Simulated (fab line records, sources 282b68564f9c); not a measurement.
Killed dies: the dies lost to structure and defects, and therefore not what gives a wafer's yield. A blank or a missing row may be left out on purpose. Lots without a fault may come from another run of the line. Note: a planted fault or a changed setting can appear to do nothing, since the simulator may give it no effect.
fab line records	flow rit_cmos	part 1 of 2: steps 1 to 31 of 41
[record] lots = 5	wafers = 15	last_day = 7
route steps=202 shown SPACER@129 NSD@131 PSD@142 SDANNEAL@153 PLDD@159 NLDD@160 SILICIDE@161 CONTACT@168
lots that met no fault: taken from a fault-free run of the same line
start_h: hours from the record's first day to the start of the lot's first wafer shown	wait_h: hours since the lot's step before	" as in the row above	L1.1+2: one row covering several wafers at once	- either no value or no given start	* or withheld: withheld	< > ~ a bound
route shown NAME@n: a module of which the file shows steps, and the number in the route of the first	usual: the fault-free wafers' mean and standard deviation	same: alike in all rows	chamber/n: place in a boat	sites: per-site readings	_std_site: standard deviation of those values	_edge_site: inner sites' mean taken away from outer sites' mean	radius_mm: for every site, how far away it sits from the centre of the wafer	mask NAME#n: copy n	behind: the tool/chamber that last shaped the wafer	hold: reason for holding the lot/hours on hold/outcome of the hold	device: names the non-switching transistor (n, p or np)	end of line: the same wafers' tests at the end of the route	a step without rows: its recipe alone	killed: the dies lost at the first sort to structure and to defects; this is not the yield of the wafer	map: shows each die of a wafer: x if killed, . if not, _ if none is there
set.NAME: the setting that was run; set.NAME@STEP: the one run at that earlier step	model.NAME: the simulator's own value behind a step, which no gauge read
lots at some steps of the route; a table a step, a row a wafer
services: the hour from which a tool's chamber was out of use, counted from the record's first day as start_h (under 0 if before that day), plus the number of hours and why
[[steps]]
[step RIT_SPACER_THK_MEAS_04]
[recipe] reads = Si3N4_of_SPACER_CVD_03
[usual] SPACER_NITRIDE_THK = 249.4/2.3
lot.wafer	tool	chamber	start_h	wait_h	SPACER_NITRIDE_THK[nm]
L078.1	film_metro-01	-	66.52	0.0	251.2
L078.3	"	-	"	"	252.4
L078.4	"	-	"	"	251.2
L081.1	film_metro-03	-	87.56	0.0	245.9
L081.4	"	-	"	"	247.0
L081.5	"	-	"	"	248.4
L087.1	film_metro-04	-	111.40	0.0	247.9
L087.4	"	-	"	"	249.8
L087.5	"	-	"	"	247.7
L091.2	film_metro-04	-	131.60	0.0	252.9
L091.3	"	-	"	"	253.1
L091.4	"	-	"	"	251.7
L094.2	film_metro-01	-	145.55	0.0	254.4
L094.3	"	-	"	"	253.0
L094.5	"	-	"	"	252.2
[step RIT_SPACER_ETCHBACK_05]
[recipe] target_depth_a = 2500	SF6_flow_sccm = 30	CHF3_flow_sccm = 30	target = Si3N4	chemistry = SF6/CHF3	pressure_mtorr = 40	rf_w = 250	time_s = 240	stop_on = SiO2
[usual] drypump_motor_current_A = 5.9/0.44	oes_product_au = 0.843/0.014	throttle_valve_pct = 10.28/0.098
lot.wafer	tool	chamber	start_h	wait_h	drypump_motor_current_A	oes_product_au	rf_hours_counter_h	throttle_valve_pct
L078.1	rie_diel-02	3	66.58	0.1	6.1	0.831	6	10.31
L078.3	"	1	"	"	5.9	0.844	45	10.18
L078.4	"	2	"	"	5.4	0.833	3	10.26
L081.1	rie_diel-03	0	87.62	0.1	5.3	0.833	0	10.28
L081.4	"	2	"	"	6.3	0.855	-	10.18
L081.5	"	0	"	"	5.3	0.841	-	10.27
L087.1	rie_diel-02	0	111.46	0.1	6.4	0.857	133	10.44
L087.4	"	1	"	"	5.9	0.848	46	10.20
L087.5	"	3	"	"	6.1	0.818	-	10.30
L091.2	rie_diel-03	0	131.65	0.0	5.3	0.845	1	10.29
L091.3	"	3	"	"	6.5	0.870	140	10.32
L091.4	"	2	"	"	6.3	0.857	-	10.20
L094.2	rie_diel-03	2	145.60	0.0	6.3	0.864	153	10.21
L094.3	"	0	"	"	5.3	0.850	2	10.27
L094.5	"	3	"	"	6.5	0.861	-	10.34
[step RIT_NSD_HMDS_00]
[recipe] prime_time_s = 60	prime_temp_c = 140
[usual] prime_temp_c = 139.98/0.13
lot.wafer	tool	chamber	start_h	wait_h	prime_temp_c
L078.1	litho_track-02	0	66.74	0.1	139.88
L078.3	"	0	"	"	139.87
L078.4	"	0	"	"	140.11
L081.1	litho_track-03	0	87.77	0.1	140.03
L081.4	"	0	"	"	139.86
L081.5	"	0	"	"	139.93
L087.1	litho_track-01	0	111.79	0.3	139.95
L087.4	"	0	"	"	139.62
L087.5	"	0	"	"	140.14
L091.2	litho_track-02	0	131.83	0.1	139.95
L091.3	"	0	"	"	139.96
L091.4	"	0	"	"	139.92
L094.2	litho_track-03	0	145.78	0.1	140.14
L094.3	"	0	"	"	140.17
L094.5	"	0	"	"	140.13
[step RIT_NSD_COAT_01]
[recipe] resist = NOVOLAK	spin_rpm = 3250	resist_thk_nm = 993.2
lot.wafer	tool	chamber	start_h	wait_h
L078.1+3+4	litho_track-02	0	66.89	0.1
L081.1+4+5	litho_track-03	0	87.92	0.1
L087.1+4+5	litho_track-01	0	111.94	0.1
L091.2+3+4	litho_track-02	0	131.98	0.1
L094.2+3+5	litho_track-03	0	145.93	0.1
[step RIT_NSD_SOFTBAKE_02]
[recipe] resist = NOVOLAK	temp_c = 90	time_s = 60
lot.wafer	tool	chamber	start_h	wait_h
L078.1+3+4	litho_track-02	0	67.04	0.1
L081.1+4+5	litho_track-03	0	88.07	0.1
L087.1+4+5	litho_track-01	0	112.09	0.1
L091.2+3+4	litho_track-02	0	132.13	0.1
L094.2+3+5	litho_track-03	0	146.08	0.1
[step RIT_NSD_EXPOSE_03]
[recipe] mask_id = M9	na = 0.57	target_cd_nm = 40700	dose_mj = 250
[usual] exposure_dose_mJ_cm2 = 250.01/0.22
lot.wafer	tool	chamber	start_h	wait_h	mask	exposure_dose_mJ_cm2
L078.1	iline_stepper-02	0	67.19	0.1	M9#0	250.36
L078.3	"	0	"	"	M9#0	250.25
L078.4	"	0	"	"	M9#0	250.82
L081.1	iline_stepper-01	0	88.22	0.1	M9#0	250.08
L081.4	"	0	"	"	M9#0	250.07
L081.5	"	0	"	"	M9#0	249.88
L087.1	iline_stepper-02	0	112.37	0.2	M9#0	249.83
L087.4	"	0	"	"	M9#0	250.16
L087.5	"	0	"	"	M9#0	250.12
L091.2	iline_stepper-02	0	132.27	0.1	M9#0	249.59
L091.3	"	0	"	"	M9#0	250.06
L091.4	"	0	"	"	M9#0	250.09
L094.2	iline_stepper-02	0	146.35	0.2	M9#0	249.95
L094.3	"	0	"	"	M9#0	249.83
L094.5	"	0	"	"	M9#0	249.89
[step RIT_NSD_PEB_04]
[recipe] resist = NOVOLAK	temp_c = withheld	time_s = withheld
lot.wafer	tool	chamber	start_h	wait_h
L078.1+3+4	litho_track-01	0	67.31	0.1
L081.1+4+5	litho_track-01	0	88.34	0.1
L087.1+4+5	litho_track-02	0	112.49	0.1
L091.2+3+4	litho_track-03	0	132.39	0.1
L094.2+3+5	litho_track-01	0	146.47	0.1
[step RIT_NSD_DEVELOP_05]
[recipe] resist = NOVOLAK	develop_time_s = 50	dev_temp_c = 23
[usual] developer_temp_C = 23.01/0.11
lot.wafer	tool	chamber	start_h	wait_h	developer_temp_C
L078.1	litho_track-01	0	-	-	22.96
L078.3	"	0	"	"	23.07
L078.4	"	0	"	"	22.97
L081.1	litho_track-01	0	-	-	23.01
L081.4	"	0	"	"	22.81
L081.5	"	0	"	"	22.82
L087.1	litho_track-02	0	-	-	23.01
L087.4	"	0	"	"	22.88
L087.5	"	0	"	"	22.99
L091.2	litho_track-03	0	-	-	22.90
L091.3	"	0	"	"	23.19
L091.4	"	0	"	"	22.87
L094.2	litho_track-01	0	-	-	23.07
L094.3	"	0	"	"	23.08
L094.5	"	0	"	"	23.05
[step RIT_NSD_OVL_MEAS_06]
[usual] NSD_OVL = 0.4/1.2
lot.wafer	tool	chamber	start_h	wait_h	NSD_OVL[nm]
L078.1	overlay-01	-	67.59	-	-1.3
L078.3	"	-	"	"	-0.4
L078.4	"	-	"	"	-1.4
L081.1	overlay-02	-	88.62	-	0.6
L081.4	"	-	"	"	0.5
L081.5	"	-	"	"	0.1
L087.1	overlay-02	-	112.77	-	0.3
L087.4	"	-	"	"	1.3
L087.5	"	-	"	"	-0.1
L091.2	overlay-01	-	132.66	-	0.8
L091.3	"	-	"	"	0.3
L091.4	"	-	"	"	2.5
L094.2	overlay-02	-	146.74	-	0.8
L094.3	"	-	"	"	0.7
L094.5	"	-	"	"	1.5
[step RIT_NSD_HARDBAKE_07]
[recipe] resist = NOVOLAK	temp_c = 140	time_s = 60
lot.wafer	tool	chamber	start_h	wait_h
L078.1+3+4	litho_track-03	0	67.63	0.0
L081.1+4+5	litho_track-01	0	88.66	0.0
L087.1+4+5	litho_track-02	0	112.80	0.0
L091.2+3+4	litho_track-02	0	132.71	0.0
L094.2+3+5	litho_track-02	0	146.79	0.0
[step RIT_NSD_IMPLANT_08]
[recipe] species = P	energy_kev = 25	dose_cm2 = 1e+15	tilt_deg = 7
lot.wafer	tool	chamber	start_h	wait_h
L078.1+3+4	implanter-01	0	67.78	0.1
L081.1+4+5	implanter-01	0	88.81	0.1
L087.1+4+5	implanter-03	0	112.95	0.1
L091.2+3+4	implanter-01	0	132.86	0.1
L094.2+3+5	implanter-04	0	146.94	0.1
[step RIT_NSD_STRIP_09]
[recipe] chemistry = O2	time_s = 180	resist = NOVOLAK	platen_temp_c = withheld	power_w = 500	pressure_mtorr = 4000	o2_flow_sccm = 4000
[usual] drypump_motor_current_A = 5.59/0.2
lot.wafer	tool	chamber	start_h	wait_h	drypump_motor_current_A	rf_hours_counter_h
L078.1	plasma_asher-02	1	67.93	0.1	5.35	42
L078.3	"	0	"	"	5.72	-
L078.4	"	1	"	"	5.40	-
L081.1	plasma_asher-03	0	88.96	0.1	5.75	44
L081.4	"	0	"	"	5.71	-
L081.5	"	0	"	"	5.75	-
L087.1	plasma_asher-04	1	113.10	0.1	5.56	33
L087.4	"	0	"	"	5.19	-
L087.5	"	1	"	"	5.55	-
L091.2	plasma_asher-04	0	132.99	0.1	5.20	36
L091.3	"	1	"	"	5.55	-
L091.4	"	0	"	"	5.20	-
L094.2	plasma_asher-02	0	147.07	0.1	5.73	3
L094.3	"	1	"	"	5.39	-
L094.5	"	1	"	"	5.40	-
[step RIT_NSD_TW_MEAS_10]
[usual] NSD_TW = 3150/51
lot.wafer	tool	chamber	start_h	wait_h	NSD_TW
L078.1	film_metro-03	-	68.10	0.1	3193
L078.3	"	-	"	"	3184
L078.4	"	-	"	"	3196
L081.1	film_metro-02	-	89.14	0.1	3124
L081.4	"	-	"	"	3110
L081.5	"	-	"	"	3128
L087.1	film_metro-01	-	113.28	0.1	3079
L087.4	"	-	"	"	3083
L087.5	"	-	"	"	3064
L091.2	film_metro-03	-	133.17	0.1	3200
L091.3	"	-	"	"	3198
L091.4	"	-	"	"	3198
L094.2	film_metro-03	-	147.25	0.1	3193
L094.3	"	-	"	"	3203
L094.5	"	-	"	"	3217
[step RIT_PSD_HMDS_00]
[recipe] prime_time_s = 60	prime_temp_c = 140
[usual] prime_temp_c = 139.99/0.14
lot.wafer	tool	chamber	start_h	wait_h	prime_temp_c
L078.1	litho_track-02	0	68.16	0.1	140.13
L078.3	"	0	"	"	140.07
L078.4	"	0	"	"	140.10
L081.1	litho_track-02	0	89.20	0.1	139.80
L081.4	"	0	"	"	139.72
L081.5	"	0	"	"	139.85
L087.1	litho_track-04	0	113.34	0.1	140.08
L087.4	"	0	"	"	140.04
L087.5	"	0	"	"	139.99
L091.2	litho_track-01	0	133.25	0.1	139.94
L091.3	"	0	"	"	140.08
L091.4	"	0	"	"	140.24
L094.2	litho_track-02	0	147.33	0.1	140.11
L094.3	"	0	"	"	140.00
L094.5	"	0	"	"	140.32
[step RIT_PSD_COAT_01]
[recipe] resist = NOVOLAK	spin_rpm = 3250	resist_thk_nm = 1000
lot.wafer	tool	chamber	start_h	wait_h
L078.1+3+4	litho_track-02	0	68.31	0.1
L081.1+4+5	litho_track-02	0	89.35	0.1
L087.1+4+5	litho_track-04	0	113.49	0.1
L091.2+3+4	litho_track-01	0	133.40	0.1
L094.2+3+5	litho_track-02	0	147.48	0.1
[step RIT_PSD_SOFTBAKE_02]
[recipe] resist = NOVOLAK	temp_c = 90	time_s = 59.03
lot.wafer	tool	chamber	start_h	wait_h
L078.1+3+4	litho_track-02	0	68.46	0.1
L081.1+4+5	litho_track-02	0	89.50	0.1
L087.1+4+5	litho_track-04	0	113.64	0.1
L091.2+3+4	litho_track-01	0	133.55	0.1
L094.2+3+5	litho_track-02	0	147.63	0.1
[step RIT_PSD_EXPOSE_03]
[recipe] mask_id = M10	na = 0.57	target_cd_nm = 40900	dose_mj = 250
[usual] exposure_dose_mJ_cm2 = 249.93/0.25
lot.wafer	tool	chamber	start_h	wait_h	mask	exposure_dose_mJ_cm2
L078.1	iline_stepper-01	0	68.74	0.3	M10#0	249.66
L078.3	"	0	"	"	M10#0	249.43
L078.4	"	0	"	"	M10#0	249.75
L081.1	iline_stepper-02	0	89.77	0.3	M10#0	249.73
L081.4	"	0	"	"	M10#0	249.70
L081.5	"	0	"	"	M10#0	249.94
L087.1	iline_stepper-01	0	113.79	0.1	M10#0	249.65
L087.4	"	0	"	"	M10#0	249.95
L087.5	"	0	"	"	M10#0	249.80
L091.2	iline_stepper-01	0	133.69	0.1	M10#0	249.96
L091.3	"	0	"	"	M10#0	249.90
L091.4	"	0	"	"	M10#0	249.94
L094.2	iline_stepper-01	0	147.89	0.2	M10#0	249.68
L094.3	"	0	"	"	M10#0	250.08
L094.5	"	0	"	"	M10#0	250.06
[step RIT_PSD_PEB_04]
[recipe] resist = NOVOLAK	temp_c = withheld	time_s = withheld
lot.wafer	tool	chamber	start_h	wait_h
L078.1+3+4	litho_track-01	0	68.86	0.1
L081.1+4+5	litho_track-02	0	89.89	0.1
L087.1+4+5	litho_track-01	0	113.91	0.1
L091.2+3+4	litho_track-01	0	133.81	0.1
L094.2+3+5	litho_track-01	0	148.02	0.1
[step RIT_PSD_DEVELOP_05]
[recipe] resist = NOVOLAK	develop_time_s = 50	dev_temp_c = 23
[usual] developer_temp_C = 23.01/0.09
lot.wafer	tool	chamber	start_h	wait_h	developer_temp_C
L078.1	litho_track-01	0	-	-	23.05
L078.3	"	0	"	"	22.92
L078.4	"	0	"	"	23.03
L081.1	litho_track-02	0	-	-	23.03
L081.4	"	0	"	"	23.15
L081.5	"	0	"	"	23.05
L087.1	litho_track-01	0	-	-	23.10
L087.4	"	0	"	"	23.03
L087.5	"	0	"	"	23.09
L091.2	litho_track-01	0	-	-	23.02
L091.3	"	0	"	"	23.12
L091.4	"	0	"	"	23.08
L094.2	litho_track-01	0	-	-	23.02
L094.3	"	0	"	"	23.03
L094.5	"	0	"	"	23.13
[step RIT_PSD_OVL_MEAS_06]
[usual] PSD_OVL = 0.6/1.4
lot.wafer	tool	chamber	start_h	wait_h	PSD_OVL[nm]
L078.1	overlay-02	-	69.14	-	1.0
L078.3	"	-	"	"	0.1
L078.4	"	-	"	"	0.2
L081.1	overlay-01	-	90.17	-	2.5
L081.4	"	-	"	"	0.4
L081.5	"	-	"	"	-0.6
L087.1	overlay-01	-	114.19	-	0.3
L087.4	"	-	"	"	0.6
L087.5	"	-	"	"	-0.4
L091.2	overlay-02	-	134.08	-	3.1
L091.3	"	-	"	"	3.1
L091.4	"	-	"	"	3.2
L094.2	overlay-01	-	148.28	-	-0.7
L094.3	"	-	"	"	-0.5
L094.5	"	-	"	"	0.7
[step RIT_PSD_HARDBAKE_07]
[recipe] resist = NOVOLAK	temp_c = 140	time_s = 60
lot.wafer	tool	chamber	start_h	wait_h
L078.1+3+4	litho_track-01	0	69.18	0.0
L081.1+4+5	litho_track-01	0	90.34	0.2
L087.1+4+5	litho_track-04	0	114.23	0.0
L091.2+3+4	litho_track-04	0	134.13	0.0
L094.2+3+5	litho_track-02	0	148.34	0.0
[step RIT_PSD_IMPLANT_08]
[recipe] species = BF2	energy_kev = 27	dose_cm2 = 5e+15	tilt_deg = 7
lot.wafer	tool	chamber	start_h	wait_h
L078.1+3+4	implanter-01	0	69.33	0.1
L081.1+4+5	implanter-02	0	90.49	0.1
L087.1+4+5	implanter-01	0	114.38	0.1
L091.2+3+4	implanter-04	0	134.28	0.1
L094.2+3+5	implanter-02	0	148.49	0.1
[step RIT_PSD_STRIP_09]
[recipe] chemistry = O2	time_s = 180	resist = NOVOLAK	platen_temp_c = withheld	power_w = 500	pressure_mtorr = 4000	o2_flow_sccm = 4000
[usual] drypump_motor_current_A = 5.5/0.38
lot.wafer	tool	chamber	start_h	wait_h	drypump_motor_current_A	rf_hours_counter_h
L078.1	plasma_asher-01	1	69.48	0.1	4.8	44
L078.3	"	1	"	"	4.8	-
L078.4	"	0	"	"	6.2	-
L081.1	plasma_asher-04	1	90.64	0.1	5.6	30
L081.4	"	0	"	"	5.2	-
L081.5	"	0	"	"	5.2	-
L087.1	plasma_asher-04	0	114.53	0.1	5.2	33
L087.4	"	0	"	"	5.2	-
L087.5	"	0	"	"	5.2	-
L091.2	plasma_asher-04	0	134.41	0.1	5.2	36
L091.3	"	0	"	"	5.2	-
L091.4	"	1	"	"	5.5	-
L094.2	plasma_asher-03	0	148.61	0.1	5.7	51
L094.3	"	0	"	"	5.7	-
L094.5	"	1	"	"	5.7	-
[step RIT_PSD_TW_MEAS_10]
[usual] PSD_TW = 3432/59
lot.wafer	tool	chamber	start_h	wait_h	PSD_TW
L078.1	film_metro-02	-	69.65	0.1	3425
L078.3	"	-	"	"	3408
L078.4	"	-	"	"	3394
L081.1	film_metro-02	-	90.82	0.1	3410
L081.4	"	-	"	"	3421
L081.5	"	-	"	"	3417
L087.1	film_metro-03	-	114.70	0.1	3508
L087.4	"	-	"	"	3523
L087.5	"	-	"	"	3520
L091.2	film_metro-03	-	134.59	0.1	3522
L091.3	"	-	"	"	3521
L091.4	"	-	"	"	3534
L094.2	film_metro-01	-	148.80	0.1	3382
L094.3	"	-	"	"	3398
L094.5	"	-	"	"	3384
[step RIT_SDANNEAL_CLEAN_00]
[recipe] chemistry = SC1	mix = 3:3:50	time_s = 600	temp_c = 75
[usual] temp_c = 75.00/0.12
lot.wafer	tool	chamber	start_h	wait_h	temp_c
L078.1	wet_bench-04	1	69.71	0.1	75.03
L078.3	"	1	"	"	74.93
L078.4	"	1	"	"	75.02
L081.1	wet_bench-01	1	90.88	0.1	75.19
L081.4	"	1	"	"	75.07
L081.5	"	1	"	"	75.21
L087.1	wet_bench-01	2	114.76	0.1	75.02
L087.4	"	2	"	"	74.92
L087.5	"	2	"	"	74.98
L091.2	wet_bench-01	3	134.64	0.0	74.82
L091.3	"	3	"	"	74.97
L091.4	"	3	"	"	74.76
L094.2	wet_bench-03	0	148.85	0.0	75.00
L094.3	"	0	"	"	75.11
L094.5	"	0	"	"	75.09
[step RIT_SDANNEAL_CLEAN_01]
[recipe] chemistry = dHF	dilution = 50:1	time_s = 30
lot.wafer	tool	chamber	start_h	wait_h
L078.1+3+4	wet_bench-03	1	69.90	0.0
L081.1+4+5	wet_bench-03	0	91.05	0.0
L087.1+4+5	wet_bench-03	3	114.94	0.0
L091.2+3+4	wet_bench-03	3	134.82	0.0
L094.2+3+5	wet_bench-01	1	149.02	0.0
[step RIT_SDANNEAL_CLEAN_02]
[recipe] chemistry = SC2	mix = 3:3:50	time_s = 600	temp_c = 75	dry = n2_spin
[usual] temp_c = 74.99/0.13
lot.wafer	tool	chamber	start_h	wait_h	temp_c
L078.1	wet_bench-04	0	69.92	0.0	75.09
L078.3	"	0	"	"	75.07
L078.4	"	0	"	"	74.87
L081.1	wet_bench-04	3	91.07	0.0	74.95
L081.4	"	3	"	"	75.09
L081.5	"	3	"	"	75.03
L087.1	wet_bench-04	2	114.95	0.0	74.98
L087.4	"	2	"	"	75.07
L087.5	"	2	"	"	75.02
L091.2	wet_bench-04	0	134.83	0.0	75.07
L091.3	"	0	"	"	74.93
L091.4	"	0	"	"	75.00
L094.2	wet_bench-04	0	149.04	0.0	74.93
L094.3	"	0	"	"	75.08
L094.5	"	0	"	"	74.85
[step RIT_SDANNEAL_RTA_03]
[recipe] temp_c = 1050	time_s = 5	idle_temp_c = 600	ramp_up_c_per_s = 342	ramp_down_c_per_s = 171	cool_to_c = 600	ambient = N2
[usual] wafer_temp_C_max = 1053.5/1.2
lot.wafer	tool	chamber	start_h	wait_h	wafer_temp_C_max
L078.1	rtp_anneal-02	0	70.11	0.0	1054.3
L078.3	"	0	"	"	1053.7
L078.4	"	0	"	"	1052.3
L081.1	rtp_anneal-01	0	91.24	0.0	1051.5
L081.4	"	0	"	"	1052.3
L081.5	"	0	"	"	1053.8
L087.1	rtp_anneal-01	0	115.13	0.0	1053.3
L087.4	"	0	"	"	1052.3
L087.5	"	0	"	"	1053.6
L091.2	rtp_anneal-02	0	135.02	0.0	1055.5
L091.3	"	0	"	"	1052.8
L091.4	"	0	"	"	1054.0
L094.2	rtp_anneal-01	0	149.24	0.0	1054.1
L094.3	"	0	"	"	1052.1
L094.5	"	0	"	"	1054.3
[step RIT_SDANNEAL_RS_MEAS_04]
[recipe] thk_meas_gauge = four-point-probe
[usual] PSD_RS = 115.98/0.29
lot.wafer	tool	chamber	start_h	wait_h	PSD_RS[ohm/sq]
L078.1	film_metro-01	-	70.17	0.0	115.67
L078.3	"	-	"	"	116.06
L078.4	"	-	"	"	115.53
L081.1	film_metro-01	-	91.30	0.0	115.61
L081.4	"	-	"	"	115.60
L081.5	"	-	"	"	115.57
L087.1	film_metro-02	-	115.19	0.0	115.72
L087.4	"	-	"	"	115.97
L087.5	"	-	"	"	115.73
L091.2	film_metro-02	-	135.12	0.1	115.33
L091.3	"	-	"	"	115.74
L091.4	"	-	"	"	115.82
L094.2	film_metro-02	-	149.31	0.1	116.11
L094.3	"	-	"	"	116.28
L094.5	"	-	"	"	116.18
[step RIT_SDANNEAL_RS_MEAS_05]
[recipe] thk_meas_gauge = four-point-probe
[usual] NSD_RS = 84.61/0.28
lot.wafer	tool	chamber	start_h	wait_h	NSD_RS[ohm/sq]
L078.1	film_metro-01	-	70.29	0.1	85.13
L078.3	"	-	"	"	85.18
L078.4	"	-	"	"	85.33
L081.1	film_metro-01	-	91.42	0.1	84.54
L081.4	"	-	"	"	84.66
L081.5	"	-	"	"	84.45
L087.1	film_metro-02	-	115.31	0.1	84.60
L087.4	"	-	"	"	84.60
L087.5	"	-	"	"	84.64
L091.2	film_metro-02	-	135.24	0.1	84.98
L091.3	"	-	"	"	84.91
L091.4	"	-	"	"	84.67
L094.2	film_metro-02	-	149.43	0.1	84.23
L094.3	"	-	"	"	84.39
L094.5	"	-	"	"	84.36
[step RIT_SDANNEAL_RS_MEAS_06]
[recipe] thk_meas_gauge = four-point-probe
[usual] PLDD_RS = 178.8/0.5
lot.wafer	tool	chamber	start_h	wait_h	PLDD_RS[ohm/sq]
L078.1	film_metro-01	-	70.41	0.1	178.6
L078.3	"	-	"	"	178.6
L078.4	"	-	"	"	177.8
L081.1	film_metro-01	-	91.54	0.1	178.8
L081.4	"	-	"	"	178.8
L081.5	"	-	"	"	179.1
L087.1	film_metro-02	-	115.43	0.1	178.6
L087.4	"	-	"	"	178.6
L087.5	"	-	"	"	178.7
L091.2	film_metro-02	-	135.36	0.1	177.5
L091.3	"	-	"	"	178.3
L091.4	"	-	"	"	178.5
L094.2	film_metro-02	-	149.55	0.1	178.4
L094.3	"	-	"	"	179.4
L094.5	"	-	"	"	178.5
